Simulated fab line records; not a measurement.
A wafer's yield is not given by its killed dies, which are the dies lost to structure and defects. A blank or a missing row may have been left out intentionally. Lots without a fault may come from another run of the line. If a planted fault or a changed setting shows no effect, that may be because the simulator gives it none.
fab line records -- flow rit_cmos
record: lots: 15, wafers: 45, last_day: 7
route steps=202 shown PSD@150 M1@202
lots that met no fault: from a run of the same line without faults
start_h: start of the lot's first displayed wafer, in hours after the record's first day -- wait_h: hours since the lot's step before -- " repeats the value in the row above -- L1.1+2: a row that stands for several wafers -- - value missing, or start not given -- * or withheld: withheld -- < > ~ a bound
route shown NAME@n: NAME is a module with steps in the file, n the number in the route of the first one -- usual: average and standard deviation across the fault-free wafers -- same: alike in all rows -- chamber/n: place in a boat -- sites: the reading at each site -- _std_site: standard deviation across them -- _edge_site: inner sites' mean taken away from outer sites' mean -- radius_mm: for every site, how far away it sits from the centre of the wafer -- mask NAME#n: copy n -- behind: the last tool/chamber to shape the wafer -- hold: cause of the lot's hold/its duration in hours/its outcome -- device: names the non-switching transistor (n, p or np) -- end of line: tests of these same wafers at the route's end -- a step with no rows: only its recipe -- killed: dies lost to structure and defects at the first sort, not the wafer's yield -- map: dies across one wafer; x = killed, . = not, _ = none there
set.NAME: setting as actually run; set.NAME@STEP: the setting as run at that earlier step -- model.NAME: the simulator's own value behind a step, which no gauge read
one table for each step of the route and one row for each wafer, over a sample of lots
services: the hour from which a tool's chamber was out of use, counted from the record's first day as start_h (under 0 if before that day), plus the number of hours and why
== steps ==
step: RIT_PSD_IMPLANT_08
recipe: species: BF2, energy_kev: 27, dose_cm2: 5e+15, tilt_deg: 7
lot.wafer,tool,chamber,start_h,wait_h
L486.2+4+5,implanter-03,0,48.00,0.1
L488.1+4+5,implanter-01,0,59.48,0.1
L489.1+3+6,implanter-02,0,64.40,0.1
L491.3+4+6,implanter-02,0,74.85,0.1
L493.3+4+5,implanter-03,0,84.42,0.1
L494.2+3+4,implanter-03,0,89.54,0.1
L496.3+4+6,implanter-02,0,98.65,0.1
L499.2+4+6,implanter-03,0,114.68,0.1
L501.1+2+5,implanter-03,0,126.85,0.1
L502.2+4+6,implanter-03,0,128.88,0.1
L504.1+3+4,implanter-02,0,140.63,0.1
L505.1+2+6,implanter-01,0,149.50,0.1
L506.3+4+6,implanter-01,0,154.83,0.1
L507.2+5+6,implanter-01,0,157.21,0.1
L508.1+2+6,implanter-01,0,159.89,0.1
step: RIT_PSD_TW_MEAS_10
usual: PSD_TW: 3386/23
lot.wafer,tool,chamber,start_h,wait_h,PSD_TW
L486.2,film_metro-01,-,48.31,0.1,3397
L486.4,film_metro-01,-,48.31,0.1,3397
L486.5,film_metro-01,-,48.31,0.1,3379
L488.1,film_metro-03,-,59.81,0.1,3404
L488.4,film_metro-03,-,59.81,0.1,3414
L488.5,film_metro-03,-,59.81,0.1,3408
L489.1,film_metro-03,-,64.73,0.1,3405
L489.3,film_metro-03,-,64.73,0.1,3414
L489.6,film_metro-03,-,64.73,0.1,3408
L491.3,film_metro-01,-,75.14,0.1,3380
L491.4,film_metro-01,-,75.14,0.1,3388
L491.6,film_metro-01,-,75.14,0.1,3404
L493.3,film_metro-02,-,84.71,0.1,3346
L493.4,film_metro-02,-,84.71,0.1,3337
L493.5,film_metro-02,-,84.71,0.1,3354
L494.2,film_metro-01,-,89.85,0.1,3378
L494.3,film_metro-01,-,89.85,0.1,3364
L494.4,film_metro-01,-,89.85,0.1,3375
L496.3,film_metro-02,-,98.95,0.1,3384
L496.4,film_metro-02,-,98.95,0.1,3407
L496.6,film_metro-02,-,98.95,0.1,3384
L499.2,film_metro-03,-,114.99,0.1,3328
L499.4,film_metro-03,-,114.99,0.1,3337
L499.6,film_metro-03,-,114.99,0.1,3322
L501.1,film_metro-02,-,127.18,0.1,3321
L501.2,film_metro-02,-,127.18,0.1,3317
L501.5,film_metro-02,-,127.18,0.1,3308
L502.2,film_metro-02,-,129.19,0.1,3320
L502.4,film_metro-02,-,129.19,0.1,3317
L502.6,film_metro-02,-,129.19,0.1,3318
L504.1,film_metro-01,-,140.96,0.1,3365
L504.3,film_metro-01,-,140.96,0.1,3360
L504.4,film_metro-01,-,140.96,0.1,3379
L505.1,film_metro-01,-,149.82,0.1,3377
L505.2,film_metro-01,-,149.82,0.1,3379
L505.6,film_metro-01,-,149.82,0.1,3364
L506.3,film_metro-01,-,155.12,0.1,3388
L506.4,film_metro-01,-,155.12,0.1,3398
L506.6,film_metro-01,-,155.12,0.1,3375
L507.2,film_metro-01,-,157.52,0.1,3375
L507.5,film_metro-01,-,157.52,0.1,3391
L507.6,film_metro-01,-,157.52,0.1,3393
L508.1,film_metro-03,-,160.22,0.1,3445
L508.2,film_metro-03,-,160.22,0.1,3452
L508.6,film_metro-03,-,160.22,0.1,3445
step: RIT_SDANNEAL_RS_MEAS_04
recipe: thk_meas_gauge: four-point-probe
usual: PSD_RS: 115.9/0.3
lot.wafer,tool,chamber,start_h,wait_h,hold,PSD_RS[ohm/sq]
L486.2,film_metro-01,-,48.81,0.1,-,116.1
L486.4,film_metro-01,-,48.81,0.1,-,116.2
L486.5,film_metro-01,-,48.81,0.1,-,116.2
L488.1,film_metro-02,-,60.31,0.0,-,115.7
L488.4,film_metro-02,-,60.31,0.0,-,115.5
L488.5,film_metro-02,-,60.31,0.0,-,115.5
L489.1,film_metro-02,-,65.21,0.0,-,116.4
L489.3,film_metro-02,-,65.21,0.0,-,116.0
L489.6,film_metro-02,-,65.21,0.0,-,116.5
L491.3,film_metro-03,-,75.65,0.1,-,115.5
L491.4,film_metro-03,-,75.65,0.1,-,115.4
L491.6,film_metro-03,-,75.65,0.1,-,115.6
L493.3,film_metro-03,-,85.22,0.1,-,115.5
L493.4,film_metro-03,-,85.22,0.1,-,115.5
L493.5,film_metro-03,-,85.22,0.1,-,115.8
L494.2,film_metro-01,-,90.34,0.1,-,116.2
L494.3,film_metro-01,-,90.34,0.1,-,116.1
L494.4,film_metro-01,-,90.34,0.1,-,116.4
L496.3,film_metro-03,-,99.50,0.1,-,116.0
L496.4,film_metro-03,-,99.50,0.1,-,115.8
L496.6,film_metro-03,-,99.50,0.1,-,116.3
L499.2,film_metro-03,-,115.66,0.1,await_dispo/0.2h/release,118.0
L499.4,film_metro-03,-,115.66,0.1,await_dispo/0.2h/release,118.0
L499.6,film_metro-03,-,115.66,0.1,await_dispo/0.2h/release,118.2
L499.2,film_metro-03,-,116.02,0.3,-,118.0
L499.4,film_metro-03,-,116.02,0.3,-,117.9
L499.6,film_metro-03,-,116.02,0.3,-,118.1
L501.1,film_metro-02,-,127.66,0.0,await_dispo/0.2h/release,118.4
L501.2,film_metro-02,-,127.66,0.0,await_dispo/0.2h/release,118.6
L501.5,film_metro-02,-,127.66,0.0,await_dispo/0.2h/release,118.8
L501.1,film_metro-02,-,128.02,0.3,-,118.6
L501.2,film_metro-02,-,128.02,0.3,-,118.4
L501.5,film_metro-02,-,128.02,0.3,-,118.5
L502.2,film_metro-03,-,129.68,0.1,await_dispo/0.2h/release,118.2
L502.4,film_metro-03,-,129.68,0.1,await_dispo/0.2h/release,117.9
L502.6,film_metro-03,-,129.68,0.1,await_dispo/0.2h/release,117.9
L502.2,film_metro-03,-,130.04,0.3,-,118.3
L502.4,film_metro-03,-,130.04,0.3,-,117.7
L502.6,film_metro-03,-,130.04,0.3,-,118.0
L504.1,film_metro-03,-,141.47,0.0,-,116.0
L504.3,film_metro-03,-,141.47,0.0,-,115.8
L504.4,film_metro-03,-,141.47,0.0,-,116.2
L505.1,film_metro-03,-,150.32,0.0,-,115.7
L505.2,film_metro-03,-,150.32,0.0,-,115.6
L505.6,film_metro-03,-,150.32,0.0,-,115.7
L506.3,film_metro-02,-,155.66,0.1,-,116.2
L506.4,film_metro-02,-,155.66,0.1,-,116.5
L506.6,film_metro-02,-,155.66,0.1,-,116.1
L507.2,film_metro-03,-,158.01,0.1,-,115.4
L507.5,film_metro-03,-,158.01,0.1,-,115.4
L507.6,film_metro-03,-,158.01,0.1,-,115.5
L508.1,film_metro-02,-,160.74,0.0,-,116.3
L508.2,film_metro-02,-,160.74,0.0,-,116.1
L508.6,film_metro-02,-,160.74,0.0,-,116.2
step: RIT_M1_PROBE_99
usual: killed_at_contacts: 0.1/0.25, killed_at_front_end: 7/3.1, killed_dies: 7/3.1, killed_open: 3.6/2, killed_short: 3.5/2
same: gross_dies: 264, killed_at_M0_to_M3: 0, killed_at_M4_up: 0, killed_at_back_side: 0, killed_at_other: 0
lot.wafer,tool,chamber,start_h,wait_h,killed_at_contacts,killed_at_front_end,killed_dies,killed_open,killed_short
L499.2,prober-01,-,125.75,0.1,0,8,8,4,4
L499.4,prober-01,-,125.85,0.2,0,9,9,5,4
L499.6,prober-01,-,125.95,0.2,0,6,6,3,3
L501.1,prober-01,-,138.88,0.1,0,12,12,8,4
L501.2,prober-01,-,138.93,0.1,0,8,8,4,4
L501.5,prober-01,-,139.08,0.2,0,12,12,6,6
L502.2,prober-02,-,142.01,0.1,0,7,7,7,0
L502.4,prober-02,-,142.11,0.2,0,6,6,3,3
L502.6,prober-02,-,142.21,0.2,0,2,2,1,1
L504.1,prober-02,-,149.85,0.1,0,9,9,4,5
L504.3,prober-02,-,149.95,0.2,0,5,5,4,1
L504.4,prober-02,-,150.00,0.2,0,5,5,3,2
L505.1,prober-01,-,157.61,0.1,0,6,6,3,3
L505.2,prober-01,-,157.66,0.1,0,4,4,3,1
L505.6,prober-01,-,157.86,0.2,0,9,9,6,3
L506.3,prober-02,-,163.66,0.2,0,8,8,6,2
L506.4,prober-02,-,163.71,0.2,1,4,5,2,3
L506.6,prober-02,-,163.81,0.2,0,8,8,3,5
killed by level:class
L499.2 GATE:geometric_particle:short=2 GATE:geometric_particle:open=2 FOX1:geometric_particle:open=1 REOX:geometric_particle:short=1 SILICIDE:geometric_particle:short=1 SILICIDE:geometric_particle:open=1
L499.4 GATE:geometric_particle:open=2 REOX:geometric_particle:short=2 FOX1:geometric_particle:open=1 FOX2:geometric_particle:short=1 GATE:geometric_particle:short=1 REOX:geometric_particle:open=1 SILICIDE:geometric_particle:open=1
L499.6 GATE:geometric_particle:open=2 GATE:geometric_particle:short=1 REOX:geometric_particle:open=1 REOX:geometric_particle:short=1 SILICIDE:geometric_particle:short=1
L501.1 GATE:geometric_particle:open=6 REOX:geometric_particle:short=2 GATE:geometric_particle:short=1 REOX:geometric_particle:open=1 SPACER:geometric_particle:short=1 SILICIDE:geometric_particle:open=1
L501.2 GATE:geometric_particle:open=2 GATE:geometric_particle:short=2 REOX:geometric_particle:short=1 SPACER:geometric_particle:short=1 SPACER:geometric_particle:open=1 SILICIDE:geometric_particle:open=1
L501.5 GATE:geometric_particle:open=3 REOX:geometric_particle:short=2 SPACER:geometric_particle:short=2 SILICIDE:geometric_particle:short=2 REOX:geometric_particle:open=1 SPACER:geometric_particle:open=1 SILICIDE:geometric_particle:open=1
L502.2 FOX2:geometric_particle:open=2 GATE:geometric_particle:open=2 REOX:geometric_particle:open=1 SPACER:geometric_particle:open=1 SILICIDE:geometric_particle:open=1
L502.4 ACTIVE:geometric_particle:open=1 FOX2:geometric_particle:open=1 GATE:geometric_particle:open=1 GATE:geometric_particle:short=1 REOX:geometric_particle:short=1 SILICIDE:geometric_particle:short=1
L502.6 FOX1:geometric_particle:open=1 GATE:geometric_particle:short=1
L504.1 GATE:geometric_particle:short=3 GATE:geometric_particle:open=3 FOX1:geometric_particle:short=1 FOX1:geometric_particle:open=1 SILICIDE:geometric_particle:short=1
L504.3 GATE:geometric_particle:open=2 FOX1:geometric_particle:open=1 REOX:geometric_particle:short=1 SILICIDE:geometric_particle:open=1
L504.4 FOX1:geometric_particle:open=2 FOX1:geometric_particle:short=1 GATE:geometric_particle:short=1 GATE:geometric_particle:open=1
L505.1 GATE:geometric_particle:open=3 SPACER:geometric_particle:short=2 REOX:geometric_particle:short=1
L505.2 REOX:geometric_particle:open=2 GATE:geometric_particle:short=1 SPACER:geometric_particle:open=1
L505.6 GATE:geometric_particle:open=3 FOX1:geometric_particle:short=2 FOX1:geometric_particle:open=1 REOX:geometric_particle:open=1 SPACER:geometric_particle:open=1 SPACER:geometric_particle:short=1
L506.3 SPACER:geometric_particle:open=3 FOX1:geometric_particle:open=2 FOX1:geometric_particle:short=2 REOX:geometric_particle:open=1
L506.4 ACTIVE:geometric_particle:open=1 FOX1:geometric_particle:open=1 REOX:geometric_particle:short=1 SILICIDE:geometric_particle:short=1 CONTACT:geometric_particle:short=1
L506.6 FOX1:geometric_particle:open=2 SPACER:geometric_particle:short=2 FOX1:geometric_particle:short=1 GATE:geometric_particle:short=1 REOX:geometric_particle:short=1 SILICIDE:geometric_particle:open=1
== services ==
tool,chamber,start_h,hours,kind
implanter-02,-,24.46,19.6,repair
implanter-02,-,44.18,7.1,repair
implanter-01,-,51.37,0.6,repair
implanter-03,-,72.95,3.6,repair
implanter-02,-,89.40,6.8,repair
implanter-02,-,94.09,1.1,repair
implanter-02,-,134.38,5.2,pm
implanter-03,-,135.18,6.8,repair
== key ==
first_sign: step: RIT_PSD_TW_MEAS_10, reading: PSD_TW, direction: down, sigmas: 2.9, usual: 3386, struck: 3321
effect: step: RIT_SDANNEAL_RS_MEAS_04, reading: visit, direction: added
effect: step: RIT_SDANNEAL_RS_MEAS_04, reading: PSD_RS, direction: up, sigmas: 7.5, usual: 115.9, struck: 118.2
met_at RIT_PSD_IMPLANT_08
struck_lots L499,L501,L502
tester_left_out L499,L501,L502
onset_between 89.54 114.68
fault: kind: process_parameter_drift, tool: implanter-03, chamber: -, onset_h: 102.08, steps: RIT_PSD_IMPLANT_08, channel: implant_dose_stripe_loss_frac, offset: 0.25, shape: step, end_h: 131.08
tester_left_out: of these lots the tester's yield and bins aren't shown, on N5 and GAA mostly nor the transistor test; their killed dies are dies lost to structure and defects alone, not to doping, threshold or leakage, so they don't give the yield
